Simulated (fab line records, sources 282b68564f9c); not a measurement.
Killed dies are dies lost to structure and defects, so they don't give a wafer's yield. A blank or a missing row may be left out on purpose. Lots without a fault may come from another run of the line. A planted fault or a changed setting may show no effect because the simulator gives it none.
A struck lot beside a sound one | flow rit_cmos | 15 steps out of a route of 202
Sound: wafers L614.1, L614.3, L614.5. Struck: wafers L619.2, L619.3, L619.6. The cause comes at the end.
At each step with rows: each side's tool, then ch and its chambers, then its first start. Under that, the readings that differ: sound wafers | struck wafers | difference of the means | sigmas: that difference in standard deviations of wafers without a fault.
alike: readings whose means differ by less than 2 such deviations, and words and numbers that are the same on both sides. not compared: withheld readings, readings that some wafer has no value for, bounds like >300 that may hide the same value, and numbers for which the record gives no deviation and whose values overlap.
The two part at a step that has a row with sigmas, a row that says differs or no value, or rows on one side only. Numbers that don't overlap but have no deviation are shown without sigmas and don't part them. A reading that every wafer of one side lacks parts them only if that side has two wafers or more.

RIT_GATE_OVL_MEAS_17:
  sound on overlay-01, day 3 17:49; struck on overlay-02, day 4 20:15
  alike: GATE_OVL
then, 1 step without rows for these wafers: RIT_GATE_HARDBAKE_18 (time 60 s).
RIT_GATE_ETCH_19: etches poly-Si in SF6/CHF3/O2, stops on SiO2, time 165 s, target depth 312.5 nm.
  sound on rie_si-01 ch 1,3, day 3 18:01; struck on rie_si-02 ch 0,1, day 4 20:26
  alike: drypump_motor_current_A, oes_product_au, throttle_valve_pct
  not compared: rf_hours_counter_h
RIT_GATE_STRIP_20: strips in O2, time 180 s.
  sound on plasma_asher-04 ch 0,1, day 3 18:07; struck on plasma_asher-02 ch 0,1, day 4 20:32
  alike: drypump_motor_current_A
  not compared: rf_hours_counter_h
RIT_GATE_CD_MEAS_90: target cd 150 nm.
  sound on cd_sem-02, day 3 18:17; struck on cd_sem-02, day 4 20:44
  alike: cd_nm
then, 4 steps without rows for these wafers: RIT_REOX_CLEAN_00 (cleans in SC1, time 600 s); RIT_REOX_CLEAN_01 (cleans in dHF, time 30 s); RIT_REOX_CLEAN_02 (cleans in SC2, time 600 s); RIT_REOX_OXIDATION_03 (target thk 25.2 nm, ox time 5580 s).
RIT_REOX_THK_MEAS_04:
  sound on film_metro-02, day 3 22:23; struck on film_metro-02, day 5 00:09
  alike: REOX_OXIDE_THK
then, 2 steps without rows for these wafers: RIT_NLDD_HMDS_00 (prime time 60 s); RIT_NLDD_COAT_01 (resist thk 1000 nm).
RIT_NLDD_SOFTBAKE_02: time 60 s.
  sound on litho_track-03 ch 0, day 3 22:44; struck on litho_track-03 ch 0, day 5 00:32
  reading                  | sound             | struck            | difference | sigmas
  heater_power_total_W (W) | 34.54 34.53 34.55 | 35.03 35.05 35.06 | +0.51      | +11
  run_length_s (s)         | 89.41 89.22 89.29 | 86.50 86.40 86.41 | -2.87      | -13
then, 1 step without rows for these wafers: RIT_NLDD_EXPOSE_03 (exposes mask M7, target cd 40700 nm).
RIT_M1_PROBE_99:
  sound on prober-01, day 4 16:38; struck on prober-02, day 5 17:53
  alike: killed_at_M0_to_M3, killed_at_contacts, killed_at_front_end, killed_dies, killed_open, killed_short

WHERE THEY PART
Only at RIT_NLDD_SOFTBAKE_02, within this record. Later steps at which nothing parts them and some readings are alike: RIT_M1_PROBE_99.

WHY: what the simulator had put in
Process parameter drift: litho_track-03, from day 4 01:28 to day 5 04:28, at RIT_NLDD_SOFTBAKE_02. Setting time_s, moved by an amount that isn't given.
